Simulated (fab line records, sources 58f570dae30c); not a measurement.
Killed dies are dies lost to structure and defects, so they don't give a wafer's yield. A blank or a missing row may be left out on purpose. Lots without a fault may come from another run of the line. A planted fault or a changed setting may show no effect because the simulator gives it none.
A struck lot beside a sound one | flow berkeley_cmos170 | 15 steps out of a route of 331
Sound: wafers L796.1, L796.2, L796.5. Struck: wafers L803.1, L803.3, L803.6. The cause comes at the end.
At each step with rows: each side's tool, then ch and its chambers, then its first start. Under that, the readings that differ: sound wafers | struck wafers | difference of the means | sigmas: that difference in standard deviations of wafers without a fault.
alike: readings whose means differ by less than 2 such deviations, and words and numbers that are the same on both sides. not compared: withheld readings, readings that some wafer has no value for, bounds like >300 that may hide the same value, and numbers for which the record gives no deviation and whose values overlap.
The two part at a step that has a row with sigmas, a row that says differs or no value, or rows on one side only. Numbers that don't overlap but have no deviation are shown without sigmas and don't part them. A reading that every wafer of one side lacks parts them only if that side has two wafers or more.

first, 6 steps without rows for these wafers: UCB170_M2_COAT_09; UCB170_M2_COAT_10 (resist thk 900 nm); UCB170_M2_SOFTBAKE_11 (time 60 s); UCB170_M2_EXPOSE_12 (exposes mask METAL2, target cd 700 nm); UCB170_M2_PEB_13; UCB170_M2_DEVELOP_14 (develop time 45 s).
UCB170_M2_CD_MEAS_15: target cd 700 nm.
  sound on cd_sem-01, day 8 02:38; struck on cd_sem-02, day 9 22:58
  alike: cd_nm
UCB170_M2_OVL_MEAS_16:
  sound on overlay-02, day 8 02:46; struck on overlay-02, day 9 23:05
  alike: M2_OVL
UCB170_M2_ETCH_17: etches BARC in N2/H2.
  sound on rie_diel-02 ch 0,1,2, day 8 02:48; struck on rie_diel-03 ch 0,1,2, day 9 23:07
  alike: drypump_motor_current_A, oes_product_au, throttle_valve_pct
UCB170_M2_METAL_ETCH_18: etches Al in Cl2/BCl3, stops on SiO2, target depth 1170 nm, time 195 s.
  sound on rie_metal-03 ch 0, day 8 02:50; struck on rie_metal-03 ch 0,1, day 9 23:10
  alike: drypump_motor_current_A, oes_product_au, throttle_valve_pct
  not compared: rf_hours_counter_h
UCB170_M2_STRIP_19: strips in O2.
  sound on plasma_asher-03 ch 0,1, day 8 03:13; struck on plasma_asher-03 ch 0,1, day 9 23:21
  alike: drypump_motor_current_A, oes_product_au
  not compared: rf_hours_counter_h
UCB170_M2_CD_MEAS_90: target cd 700 nm.
  sound on cd_sem-02, day 8 03:19; struck on cd_sem-01, day 9 23:27
  alike: cd_nm
UCB170_V2_CVD_00: deposits SiO2 from TEOS/O2, target thk 2000 nm, time 250 s.
  sound on pecvd-04 ch 0,2, day 8 03:26; struck on pecvd-04 ch 0,1, day 9 23:53
  alike: heater_power_w
UCB170_V2_THK_MEAS_01:
  sound on film_metro-01, day 8 03:35; struck on film_metro-02, day 10 00:18
  reading          | sound          | struck         | difference | sigmas
  V2_TEOS_THK (nm) | 1974 1970 2007 | 3921 3933 3989 | +1964      | +76
UCB170_M3_PROBE_99:
  the record has rows for the sound wafers here (prober-01, day 8 08:56) and none for the struck ones

WHERE THEY PART
First at UCB170_V2_THK_MEAS_01; last, within this record, at UCB170_M3_PROBE_99.

WHY: what the simulator had put in
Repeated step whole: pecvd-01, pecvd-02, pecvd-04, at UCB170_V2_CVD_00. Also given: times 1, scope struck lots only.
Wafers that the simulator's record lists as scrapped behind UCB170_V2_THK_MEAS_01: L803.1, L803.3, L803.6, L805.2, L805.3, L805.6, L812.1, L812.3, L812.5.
